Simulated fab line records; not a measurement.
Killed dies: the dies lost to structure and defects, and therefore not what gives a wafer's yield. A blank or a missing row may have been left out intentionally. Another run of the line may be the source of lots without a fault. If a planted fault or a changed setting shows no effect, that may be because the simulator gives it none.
What tool caused it?	flow berkeley_cmos170	39 wafers from 13 lots sampled at 2 of the route's 331 steps

## WHAT EACH GAUGE READ, for each wafer
UCB170_CONTACT_OVL_MEAS_16. Usual: for CONTACT_OVL the level is -2 nm and the standard deviation is 6.
lot	measured	on	CONTACT_OVL (nm)	flag
L328	day 7 08:20	overlay-02	14 3 8	
L330	day 7 18:27	overlay-01	11 10 5	
L331	day 8 03:25	overlay-01	-6 0 1	
L332	day 8 03:29	overlay-02	6 8 -3	
L333	day 8 09:35	overlay-02	-13 1 -14	
L334	day 8 22:50	overlay-01	-4 -16 -5	
L337	day 9 01:23	overlay-02	0 8 1	
L336	day 9 01:49	overlay-01	-4 -5 1	
L340	day 9 22:16	overlay-02	10 9 4	
L342	day 10 01:09	overlay-01	-13 -8 -14	
L343	day 10 10:32	overlay-01	3 3 2	
L345	day 10 16:23	overlay-01	-6 -3 -4	
L347	day 11 11:50	overlay-02	-5 -8 -7	

UCB170_M1_CD_MEAS_90: target cd 700 nm. Usual: cd_nm at 699.3 nm, with a standard deviation of 2.7.
lot	measured	on	cd_nm (nm)	flag
L328	day 7 11:34	cd_sem-02	699.9 701.6 701.4	
L330	day 7 20:57	cd_sem-02	700.5 698.8 694.6	
L331	day 8 06:05	cd_sem-01	700.1 701.0 699.1	
L332	day 8 06:23	cd_sem-02	698.3 697.7 698.7	
L333	day 8 11:53	cd_sem-02	696.5 698.6 702.4	
L334	day 9 00:59	cd_sem-02	694.1 698.3 703.3	
L337	day 9 03:38	cd_sem-01	701.4 698.4 699.2	
L336	day 9 04:10	cd_sem-01	700.0 701.5 700.1	
L340	day 10 02:58	cd_sem-02	702.2 705.1 700.1	
L342	day 10 04:11	cd_sem-02	696.9 699.4 697.5	
L343	day 10 13:08	cd_sem-01	702.7 694.7 695.0	
L345	day 10 20:16	cd_sem-01	696.2 697.5 700.2	
L347	day 11 14:58	cd_sem-01	699.1 701.2 701.2	

## TOOL THAT RAN EACH LOT (tool first, then ch and the chambers of the sampled wafers, then the start)
The record shows no process step preceding these readings.

## WHAT THE TOOLS THEMSELVES READ (means of the sampled wafers that have a number; where no wafer has one, the mark that the record gives instead)
The record holds no such reading with a usual standard deviation.

## THE ANSWER, worked out from the rows above alone
Rule: a lot counts as off when the mean over its wafers that have a number is more than 3 standard deviations away from the usual mean. Also off: a lot with no number at a reading for which 4 or more lots have one. The other lots that the step has rows for count as sound. The gauges are gone through in route order, then the tools' own readings, and for those a lot's mean is taken as printed above. The first step at which some lot is off is used, and at that step the reading that is off furthest; a lot without a number counts as furthest.
No lot is off at any reading shown: from this, nothing can be told.

## WHAT WAS PUT IN BY THE SIMULATOR
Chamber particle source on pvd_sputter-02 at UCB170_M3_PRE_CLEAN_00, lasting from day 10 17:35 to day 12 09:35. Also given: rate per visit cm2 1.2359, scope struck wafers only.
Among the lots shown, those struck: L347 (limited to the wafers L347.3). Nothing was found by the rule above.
